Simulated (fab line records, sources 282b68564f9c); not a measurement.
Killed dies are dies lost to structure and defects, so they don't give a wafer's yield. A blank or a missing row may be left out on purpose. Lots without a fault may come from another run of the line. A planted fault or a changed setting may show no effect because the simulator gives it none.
fab line records | flow rit_cmos
record lots=14 wafers=42 last_day=7
route steps=202 shown GATE@97 PLDD@123 PSD@157 CONTACT@168 M1@202
lots that met no fault: from a run of the same line without faults
start_h: hours from the record's first day to the start of the lot's first wafer shown | wait_h: hours since the lot's step before | " the same as in the row above | L1.1+2: a row that stands for several wafers | - no value, or no start given | * or withheld: withheld | < > ~ a bound
route shown NAME@n: a module of which the file shows steps, and the number in the route of the first | usual: mean/standard deviation of fault-free wafers | same: alike in all rows | chamber/n: place in a boat | sites: the reading at each site | _std_site: their standard deviation | _edge_site: outer sites' mean less inner sites' | radius_mm: how far each site lies from the wafer's centre | mask NAME#n: copy n | behind: the tool/chamber that last shaped the wafer | hold: why the lot was held/for how many hours/how that ended | device: the transistor (n, p or np) that didn't switch | end of line: the same wafers' tests at the end of the route | a step without rows: its recipe alone | killed: dies lost to structure and defects at the first sort, not the wafer's yield | map: a wafer's dies, x killed, . not, _ none there
set.NAME: the setting as run; set.NAME@STEP: as run at that earlier step | model.NAME: the simulator's own value behind a step, which no gauge read
steps of the route over a sample of lots; a table a step, a row a wafer
services: from which hour (start_h, from the record's first day; less than 0 if before it) a tool's chamber was out of use, for how many hours, and why
## steps
# step RIT_GATE_CD_MEAS_90
# recipe target_cd_nm=150
# usual cd_nm=150.6/2.9
# columns lot.wafer tool chamber start_h wait_h cd_nm
L818.1 cd_sem-01 - 40.51 0.1 150.6
L818.4 " - " " 153.9
L818.6 " - " " 151.9
L820.1 cd_sem-01 - 54.19 0.1 148.3
L820.3 " - " " 147.7
L820.4 " - " " 148.6
L822.3 cd_sem-02 - 58.84 0.1 150.3
L822.4 " - " " 150.9
L822.6 " - " " 149.4
L823.3 cd_sem-01 - 68.99 0.1 150.9
L823.4 " - " " 150.5
L823.6 " - " " 152.3
L824.1 cd_sem-01 - 69.31 0.1 155.9
L824.2 " - " " 157.7
L824.6 " - " " 155.1
L825.3 cd_sem-01 - 74.22 0.1 152.3
L825.4 " - " " 151.8
L825.5 " - " " 152.9
L826.2 cd_sem-02 - 80.93 0.1 154.9
L826.3 " - " " 156.3
L826.4 " - " " 153.6
L827.1 cd_sem-02 - 91.61 0.1 147.6
L827.2 " - " " 149.1
L827.3 " - " " 145.6
L828.1 cd_sem-02 - 94.16 0.1 148.7
L828.2 " - " " 147.7
L828.4 " - " " 144.5
L830.1 cd_sem-01 - 101.24 0.1 147.7
L830.2 " - " " 148.1
L830.3 " - " " 146.8
L833.1 cd_sem-02 - 113.53 0.1 151.7
L833.2 " - " " 151.2
L833.4 " - " " 151.8
L837.3 cd_sem-02 - 133.62 0.1 148.2
L837.4 " - " " 148.1
L837.6 " - " " 148.0
L840.2 cd_sem-02 - 148.26 0.1 148.4
L840.3 " - " " 148.2
L840.4 " - " " 147.5
L841.1 cd_sem-01 - 153.86 0.1 154.0
L841.2 " - " " 153.0
L841.6 " - " " 153.5
# step RIT_PLDD_STRIP_09
# recipe chemistry=O2 time_s=180 resist=NOVOLAK platen_temp_c=withheld power_w=500 pressure_mtorr=4000 o2_flow_sccm=4000
# usual drypump_motor_current_A=5.4/0.59
# columns lot.wafer tool chamber start_h wait_h drypump_motor_current_A rf_hours_counter_h
L818.1 plasma_asher-04 1 46.77 0.1 6.0 26
L818.4 " 0 " " 5.5 -
L818.6 " 1 " " 6.0 -
L820.1 plasma_asher-01 0 60.25 0.1 4.7 40
L820.3 " 0 " " 4.7 -
L820.4 " 1 " " 6.0 -
L822.3 plasma_asher-02 0 65.95 0.1 5.0 -
L822.4 " 1 " " 6.0 -
L822.6 " 0 " " 5.0 -
L823.3 plasma_asher-01 1 74.99 0.1 6.0 -
L823.4 " 0 " " 4.7 -
L823.6 " 0 " " 4.7 -
L824.1 plasma_asher-02 0 75.40 0.1 5.0 44
L824.2 " 1 " " 6.0 44
L824.6 " 0 " " 5.0 -
L825.3 plasma_asher-04 0 80.60 0.1 5.5 -
L825.4 " 1 " " 6.0 -
L825.5 " 0 " " 5.5 -
L826.2 plasma_asher-04 0 89.85 0.1 5.5 30
L826.3 " 0 " " 5.5 -
L826.4 " 1 " " 6.0 -
L827.1 plasma_asher-02 0 97.59 0.1 5.0 46
L827.2 " 1 " " 6.0 46
L827.3 " 0 " " 5.0 -
L828.1 plasma_asher-04 1 100.12 0.1 6.0 31
L828.2 " 0 " " 5.5 31
L828.4 " 0 " " 5.5 -
L830.1 plasma_asher-01 1 109.20 0.1 6.0 45
L830.2 " 0 " " 4.6 45
L830.3 " 0 " " 4.6 -
L833.1 plasma_asher-02 0 119.96 0.1 5.0 0
L833.2 " 1 " " 6.0 0
L833.4 " 1 " " 6.0 -
L837.3 plasma_asher-01 0 141.55 0.1 4.6 -
L837.4 " 1 " " 6.0 -
L837.6 " 1 " " 6.0 -
L840.2 plasma_asher-01 1 155.44 0.1 6.0 53
L840.3 " 0 " " 4.6 -
L840.4 " 1 " " 6.0 -
L841.1 plasma_asher-02 1 161.55 0.1 6.0 6
L841.2 " 0 " " 5.0 6
L841.6 " 1 " " 6.0 -
# step RIT_SDANNEAL_RS_MEAS_04
# recipe thk_meas_gauge=four-point-probe
# usual PSD_RS=116.0/0.32
# columns lot.wafer tool chamber start_h wait_h PSD_RS[ohm/sq]
L818.1 film_metro-04 - 53.09 0.1 115.7
L818.4 " - " " 116.0
L818.6 " - " " 115.6
L820.1 film_metro-02 - 66.53 0.0 115.9
L820.3 " - " " 116.3
L820.4 " - " " 116.2
L822.3 film_metro-02 - 74.32 0.1 116.2
L822.4 " - " " 116.3
L822.6 " - " " 116.1
L823.3 film_metro-04 - 81.24 0.1 115.8
L823.4 " - " " 116.1
L823.6 " - " " 116.2
L824.1 film_metro-03 - 83.11 0.0 115.8
L824.2 " - " " 115.9
L824.6 " - " " 116.0
L825.3 film_metro-04 - 87.92 0.1 115.6
L825.4 " - " " 115.5
L825.5 " - " " 116.2
L826.2 film_metro-03 - 96.30 0.1 116.6
L826.3 " - " " 115.8
L826.4 " - " " 116.1
L827.1 film_metro-04 - 104.90 0.1 115.2
L827.2 " - " " 115.4
L827.3 " - " " 115.7
L828.1 film_metro-03 - 106.37 0.0 115.6
L828.2 " - " " 115.4
L828.4 " - " " 115.7
L830.1 film_metro-03 - 116.38 0.0 116.0
L830.2 " - " " 116.4
L830.3 " - " " 116.2
L833.1 film_metro-03 - 126.19 0.0 116.4
L833.2 " - " " 116.1
L833.4 " - " " 116.1
L837.3 film_metro-02 - 148.19 0.1 116.1
L837.4 " - " " 115.9
L837.6 " - " " 115.8
L840.2 film_metro-02 - 161.64 0.1 116.4
L840.3 " - " " 116.3
L840.4 " - " " 116.4
L841.1 film_metro-02 - 168.02 0.0 116.0
L841.2 " - " " 116.2
L841.6 " - " " 116.1
# step RIT_CONTACT_CVD_00
# recipe material=SiO2 target_thk_nm=400 precursor=TEOS temp_c=390 time_s=61 rf_w=400
# usual heater_power_w=310/32
# columns lot.wafer tool chamber start_h wait_h heater_power_w
L818.1 pecvd-02 1 54.09 0.1 299
L818.4 " 2 " " 290
L818.6 " 0 " " 360
L820.1 pecvd-03 2 67.53 0.1 332
L820.3 " 0 " " 290
L820.4 " 1 " " 291
L822.3 pecvd-01 0 75.27 0.0 364
L822.4 " 2 " " 319
L822.6 " 1 " " 280
L823.3 pecvd-03 2 82.20 0.0 267
L823.4 " 0 " " 353
L823.6 " 2 " " 277
L824.1 pecvd-02 0 84.12 0.1 346
L824.2 " 1 " " 281
L824.6 " 2 " " 293
L825.3 pecvd-01 2 88.88 0.0 346
L825.4 " 0 " " 275
L825.5 " 1 " " 237
L826.2 pecvd-03 0 97.27 0.0 390
L826.3 " 2 " " 318
L826.4 " 0 " " 278
L827.1 pecvd-02 2 105.96 0.1 273
L827.2 " 1 " " 320
L827.3 " 0 " " 333
L828.1 pecvd-01 0 107.37 0.1 330
L828.2 " 1 " " 313
L828.4 " 2 " " 289
L830.1 pecvd-02 2 117.38 0.1 297
L830.2 " 1 " " 319
L830.3 " 0 " " 354
L833.1 pecvd-02 0 127.20 0.1 341
L833.2 " 2 " " 291
L833.4 " 0 " " 361
L837.3 pecvd-01 2 149.16 0.0 377
L837.4 " 1 " " 316
L837.6 " 2 " " 295
L840.2 pecvd-01 2 162.62 0.0 298
L840.3 " 0 " " 358
L840.4 " 2 " " 319
L841.1 pecvd-03 1 169.08 0.1 274
L841.2 " 0 " " 296
L841.6 " 0 " " 322
# step RIT_CONTACT_THK_MEAS_01
# recipe reads=SiO2_of_CONTACT_CVD_00
# usual CONTACT_TEOS_THK=403/6.3
# columns lot.wafer tool chamber start_h wait_h CONTACT_TEOS_THK[nm]
L818.1 film_metro-01 - 54.14 0.0 391
L818.4 " - " " 405
L818.6 " - " " 409
L820.1 film_metro-04 - 67.58 0.0 400
L820.3 " - " " 395
L820.4 " - " " 406
L822.3 film_metro-04 - 75.34 0.0 392
L822.4 " - " " 400
L822.6 " - " " 403
L823.3 film_metro-02 - 82.27 0.0 402
L823.4 " - " " 396
L823.6 " - " " 411
L824.1 film_metro-01 - 84.17 0.0 403
L824.2 " - " " 396
L824.6 " - " " 400
L825.3 film_metro-01 - 88.95 0.0 395
L825.4 " - " " 405
L825.5 " - " " 403
L826.2 film_metro-02 - 97.33 0.0 390
L826.3 " - " " 401
L826.4 " - " " 398
L827.1 film_metro-01 - 106.01 0.0 394
L827.2 " - " " 394
L827.3 " - " " 397
L828.1 film_metro-02 - 107.42 0.0 395
L828.2 " - " " 402
L828.4 " - " " 402
L830.1 film_metro-04 - 117.43 0.0 395
L830.2 " - " " 400
L830.3 " - " " 543
L833.1 film_metro-04 - 127.25 0.0 540
L833.2 " - " " 395
L833.4 " - " " 547
L837.3 film_metro-01 - 149.23 0.0 399
L837.4 " - " " 403
L837.6 " - " " 406
L840.2 film_metro-02 - 162.71 0.1 401
L840.3 " - " " 407
L840.4 " - " " 409
L841.1 film_metro-02 - 169.13 0.0 409
L841.2 " - " " 397
L841.6 " - " " 402
# step RIT_M1_PROBE_99
# usual killed_at_M0_to_M3=0.0/0.12 killed_at_contacts=0.1/0.34 killed_at_front_end=7.0/2.9 killed_dies=7.2/2.9 killed_on_rim=2.1/1.4 killed_open=3.6/1.9 killed_short=3.5/2.1
# same gross_dies=264 killed_at_M4_up=0 killed_at_back_side=0 killed_at_other=0
# columns lot.wafer tool chamber start_h wait_h killed_at_M0_to_M3 killed_at_contacts killed_at_front_end killed_dies killed_on_rim killed_open killed_short
L818.1 prober-02 - 60.77 0.1 0 0 4 4 1 2 2
L818.4 prober-02 - 60.92 0.2 0 0 13 13 5 7 6
L818.6 prober-02 - 61.02 0.2 0 0 10 10 5 3 7
L820.1 prober-02 - 73.78 0.1 0 0 9 9 1 6 3
L820.3 prober-02 - 73.88 0.2 0 0 7 7 1 5 2
L820.4 prober-02 - 73.93 0.2 0 0 5 5 1 3 2
L822.3 prober-01 - 81.98 0.2 0 0 6 6 1 4 2
L822.4 prober-01 - 82.03 0.2 0 0 6 6 3 2 4
L822.6 prober-01 - 82.13 0.2 0 0 11 11 5 4 7
L823.3 prober-02 - 88.77 0.2 0 0 10 10 2 6 4
L823.4 prober-02 - 88.82 0.2 0 2 4 6 4 3 3
L823.6 prober-02 - 88.92 0.2 0 1 7 8 1 7 1
L824.1 prober-01 - 90.53 0.1 0 0 6 6 2 1 5
L824.2 prober-01 - 90.58 0.1 0 0 11 11 4 6 5
L824.6 prober-01 - 90.78 0.2 0 0 6 6 1 1 5
L825.3 prober-02 - 95.48 0.2 0 0 9 9 4 4 5
L825.4 prober-02 - 95.53 0.2 0 0 3 3 2 3 0
L825.5 prober-02 - 95.58 0.2 0 0 6 6 1 4 2
L826.2 prober-01 - 103.70 0.1 0 0 7 7 2 4 3
L826.3 prober-01 - 103.75 0.2 0 0 10 10 1 7 3
L826.4 prober-01 - 103.80 0.2 0 0 6 6 3 3 3
L827.1 prober-02 - 112.49 0.1 0 0 8 8 1 5 3
L827.2 prober-02 - 112.54 0.1 0 0 4 4 2 3 1
L827.3 prober-02 - 112.59 0.2 0 0 5 5 2 1 4
L828.1 prober-02 - 113.99 0.1 0 0 11 11 2 4 7
L828.2 prober-02 - 114.04 0.1 0 1 8 9 4 4 5
L828.4 prober-02 - 114.14 0.2 0 0 9 9 3 5 3
L830.1 prober-01 - 124.21 0.1 0 0 7 7 2 5 2
L830.2 prober-01 - 124.26 0.1 0 0 4 4 3 2 2
L830.3 prober-01 - 124.31 0.2 0 255 9 264 70 5 4
L833.1 prober-02 - 134.22 0.1 0 257 7 264 70 3 4
L833.2 prober-02 - 134.27 0.1 0 0 5 5 2 5 0
L833.4 prober-02 - 134.37 0.2 0 257 7 264 70 2 5
L837.3 prober-02 - 156.12 0.2 0 0 8 8 2 3 5
L837.4 prober-02 - 156.17 0.2 1 0 8 9 4 5 4
L837.6 prober-02 - 156.27 0.2 0 0 10 10 2 5 4
L840.2 prober-01 - 169.41 0.1 0 0 2 2 2 2 0
L840.3 prober-01 - 169.46 0.2 0 0 6 6 3 3 2
L840.4 prober-01 - 169.51 0.2 0 0 6 6 3 5 1
L841.1 prober-02 - 175.68 0.1 0 1 14 15 3 7 8
L841.2 prober-02 - 175.73 0.1 0 0 12 12 4 5 7
L841.6 prober-02 - 175.93 0.2 0 0 10 10 5 3 7
# killed by level:class
L818.1 ACTIVE:geometric_particle:short=1 REOX:geometric_particle:short=1 REOX:geometric_particle:open=1 SPACER:geometric_particle:open=1
L818.4 GATE:geometric_particle:short=4 GATE:geometric_particle:open=3 FOX2:geometric_particle:open=2 FOX1:geometric_particle:open=1 FOX1:geometric_particle:short=1 REOX:geometric_particle:open=1 SILICIDE:geometric_particle:short=1
L818.6 GATE:geometric_particle:short=4 REOX:geometric_particle:open=3 FOX1:geometric_particle:short=1 FOX2:geometric_particle:short=1 REOX:geometric_particle:short=1
L820.1 GATE:geometric_particle:open=3 SILICIDE:geometric_particle:open=2 FOX1:geometric_particle:short=1 FOX2:geometric_particle:open=1 GATE:geometric_particle:short=1 SPACER:geometric_particle:short=1
L820.3 GATE:geometric_particle:open=4 GATE:geometric_particle:short=1 SPACER:geometric_particle:open=1 SILICIDE:geometric_particle:short=1
L820.4 FOX1:geometric_particle:open=2 GATE:geometric_particle:short=2 REOX:geometric_particle:open=1
L822.3 GATE:geometric_particle:open=2 FOX1:geometric_particle:open=1 GATE:geometric_particle:short=1 REOX:geometric_particle:open=1 REOX:geometric_particle:short=1
L822.4 REOX:geometric_particle:short=2 REOX:geometric_particle:open=2 FOX1:geometric_particle:short=1 GATE:geometric_particle:short=1
L822.6 SILICIDE:geometric_particle:short=3 GATE:geometric_particle:short=2 REOX:geometric_particle:open=2 SILICIDE:geometric_particle:open=2 FOX1:geometric_particle:short=1 REOX:geometric_particle:short=1
L823.3 GATE:geometric_particle:open=4 GATE:geometric_particle:short=3 FOX1:geometric_particle:open=2 FOX1:geometric_particle:short=1
L823.4 CONTACT:geometric_particle:open=2 FOX1:geometric_particle:open=1 GATE:geometric_particle:short=1 SPACER:geometric_particle:short=1 SILICIDE:geometric_particle:short=1
L823.6 GATE:geometric_particle:open=4 FOX1:geometric_particle:open=1 GATE:geometric_particle:short=1 SPACER:geometric_particle:open=1 CONTACT:geometric_particle:open=1
L824.1 GATE:geometric_particle:short=2 FOX1:geometric_particle:short=1 GATE:geometric_particle:open=1 SPACER:geometric_particle:short=1 SILICIDE:geometric_particle:short=1
L824.2 GATE:geometric_particle:open=3 SPACER:geometric_particle:short=3 GATE:geometric_particle:short=2 REOX:geometric_particle:open=1 SPACER:geometric_particle:open=1 SILICIDE:geometric_particle:open=1
L824.6 SPACER:geometric_particle:short=2 SILICIDE:geometric_particle:short=2 GATE:geometric_particle:open=1 GATE:geometric_particle:short=1
L825.3 GATE:geometric_particle:open=2 GATE:geometric_particle:short=2 FOX2:geometric_particle:short=1 FOX2:geometric_particle:open=1 SPACER:geometric_particle:open=1 SPACER:geometric_particle:short=1 SILICIDE:geometric_particle:short=1
L825.4 GATE:geometric_particle:open=2 SPACER:geometric_particle:open=1
L825.5 GATE:geometric_particle:open=2 REOX:geometric_particle:open=2 GATE:geometric_particle:short=1 SPACER:geometric_particle:short=1
L826.2 GATE:geometric_particle:open=4 FOX1:geometric_particle:short=2 SILICIDE:geometric_particle:short=1
L826.3 FOX1:geometric_particle:open=2 FOX1:geometric_particle:short=2 GATE:geometric_particle:open=2 SILICIDE:geometric_particle:open=2 REOX:geometric_particle:open=1 SILICIDE:geometric_particle:short=1
L826.4 SPACER:geometric_particle:open=3 SILICIDE:geometric_particle:short=2 SPACER:geometric_particle:short=1
L827.1 GATE:geometric_particle:open=3 GATE:geometric_particle:short=2 FOX1:geometric_particle:open=1 FOX1:geometric_particle:short=1 SPACER:geometric_particle:open=1
L827.2 GATE:geometric_particle:open=1 GATE:geometric_particle:short=1 REOX:geometric_particle:open=1 SPACER:geometric_particle:open=1
L827.3 FOX1:geometric_particle:short=1 GATE:geometric_particle:short=1 REOX:geometric_particle:open=1 REOX:geometric_particle:short=1 SILICIDE:geometric_particle:short=1
L828.1 GATE:geometric_particle:short=3 FOX1:geometric_particle:short=2 GATE:geometric_particle:open=2 FOX1:geometric_particle:open=1 FOX2:geometric_particle:short=1 SPACER:geometric_particle:open=1 SPACER:geometric_particle:short=1
L828.2 GATE:geometric_particle:short=3 GATE:geometric_particle:open=2 FOX1:geometric_particle:open=1 SPACER:geometric_particle:open=1 SILICIDE:geometric_particle:short=1 CONTACT:geometric_particle:short=1
L828.4 FOX1:geometric_particle:open=3 FOX2:geometric_particle:open=2 FOX1:geometric_particle:short=1 GATE:geometric_particle:short=1 SILICIDE:geometric_particle:short=1 NWELL:coat_microbubble_printed=1
L830.1 FOX1:geometric_particle:open=3 FOX1:geometric_particle:short=1 REOX:geometric_particle:open=1 REOX:geometric_particle:short=1 SPACER:geometric_particle:open=1
L830.2 GATE:geometric_particle:short=2 SPACER:geometric_particle:open=2
L830.3 CONTACT:area_etch=255 GATE:geometric_particle:open=3 GATE:geometric_particle:short=3 FOX1:geometric_particle:short=1 REOX:geometric_particle:open=1 SPACER:geometric_particle:open=1
L833.1 CONTACT:area_etch=257 GATE:geometric_particle:open=2 GATE:geometric_particle:short=1 REOX:geometric_particle:short=1 REOX:geometric_particle:open=1 SPACER:geometric_particle:short=1 SILICIDE:geometric_particle:short=1
L833.2 GATE:geometric_particle:open=2 SILICIDE:geometric_particle:open=2 SPACER:geometric_particle:open=1
L833.4 CONTACT:area_etch=257 GATE:geometric_particle:short=2 SILICIDE:geometric_particle:short=2 FOX1:geometric_particle:short=1 REOX:geometric_particle:open=1 SILICIDE:geometric_particle:open=1
L837.3 GATE:geometric_particle:short=3 FOX1:geometric_particle:open=1 REOX:geometric_particle:short=1 REOX:geometric_particle:open=1 SPACER:geometric_particle:open=1 SILICIDE:geometric_particle:short=1
L837.4 GATE:geometric_particle:open=2 SILICIDE:geometric_particle:short=2 FOX1:geometric_particle:open=1 FOX2:geometric_particle:open=1 REOX:geometric_particle:short=1 SILICIDE:geometric_particle:open=1 M1:geometric_particle:short=1
L837.6 GATE:geometric_particle:short=3 GATE:geometric_particle:open=2 REOX:geometric_particle:open=1 SPACER:geometric_particle:short=1 SPACER:geometric_particle:open=1 SILICIDE:geometric_particle:open=1 PRETRO:coat_microbubble_printed=1
L840.2 GATE:geometric_particle:open=1 REOX:geometric_particle:open=1
L840.3 FOX1:geometric_particle:short=1 REOX:geometric_particle:open=1 SPACER:geometric_particle:short=1 SPACER:geometric_particle:open=1 SILICIDE:geometric_particle:open=1 NWELL:coat_microbubble_printed=1
L840.4 FOX1:geometric_particle:open=2 GATE:geometric_particle:open=2 FOX1:geometric_particle:short=1 SILICIDE:geometric_particle:open=1
L841.1 FOX2:geometric_particle:short=4 GATE:geometric_particle:short=2 GATE:geometric_particle:open=2 SPACER:geometric_particle:open=2 FOX1:geometric_particle:short=1 FOX1:geometric_particle:open=1 REOX:geometric_particle:short=1 SILICIDE:geometric_particle:open=1
L841.2 SPACER:geometric_particle:short=3 FOX1:geometric_particle:open=2 REOX:geometric_particle:short=2 SPACER:geometric_particle:open=2 FOX2:geometric_particle:open=1 FOX2:geometric_particle:short=1 GATE:geometric_particle:short=1
L841.6 FOX2:geometric_particle:short=2 FOX1:geometric_particle:open=1 FOX1:geometric_particle:short=1 GATE:geometric_particle:short=1 REOX:geometric_particle:short=1 SPACER:geometric_particle:short=1 SPACER:geometric_particle:open=1 SILICIDE:geometric_particle:short=1
## services
# columns tool chamber start_h hours kind
pecvd-01 - 28.05 0.3 repair
pecvd-02 - 34.16 2.3 repair
pecvd-02 - 46.44 6.0 pm
pecvd-03 0 83.72 1.8 repair
pecvd-02 - 86.01 2.8 pm
pecvd-03 0 97.82 2.4 repair
plasma_asher-02 - 108.75 9.0 pm
plasma_asher-02 0 108.75 9.0 vent_cycle
plasma_asher-02 1 108.75 9.0 vent_cycle
pecvd-03 0 110.66 4.9 repair
plasma_asher-02 0 117.75 - clean
plasma_asher-02 1 117.75 - clean
plasma_asher-04 - 138.04 2.8 pm
pecvd-01 1 157.71 11.7 repair
## key
first_sign step=RIT_CONTACT_THK_MEAS_01 reading=CONTACT_TEOS_THK direction=up sigmas=22 usual=403 struck=543
effect step=RIT_M1_PROBE_99 reading=killed_at_contacts direction=up sigmas=99+ usual=0.1 struck=256.3
more_kills_born_at RIT_CONTACT_ETCH_11@rie_diel-01=769
met_at RIT_CONTACT_CVD_00
struck_lots L830,L833
struck_wafers L830.3,L833.1,L833.4
later_rows_left_out L830.3,L833.1,L833.4
tester_left_out L830,L833
not_acting_at RIT_GATE_CD_MEAS_90,RIT_PLDD_STRIP_09,RIT_SDANNEAL_RS_MEAS_04
onset_between 105.96 117.38
fault kind=process_parameter_drift tool=pecvd-02 chamber=0 onset_h=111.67 steps=RIT_CONTACT_CVD_00 channel=target_thk_nm offset=139.84 shape=step end_h=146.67 stated=400
# tester_left_out: of these lots the tester's yield and bins aren't shown, on N5 and GAA mostly nor the transistor test; their killed dies are dies lost to structure and defects alone, not to doping, threshold or leakage, so they don't give the yield
# later_rows_left_out: the simulator's readings of these wafers behind a module that went badly wrong aren't trusted and aren't shown, but for the sort
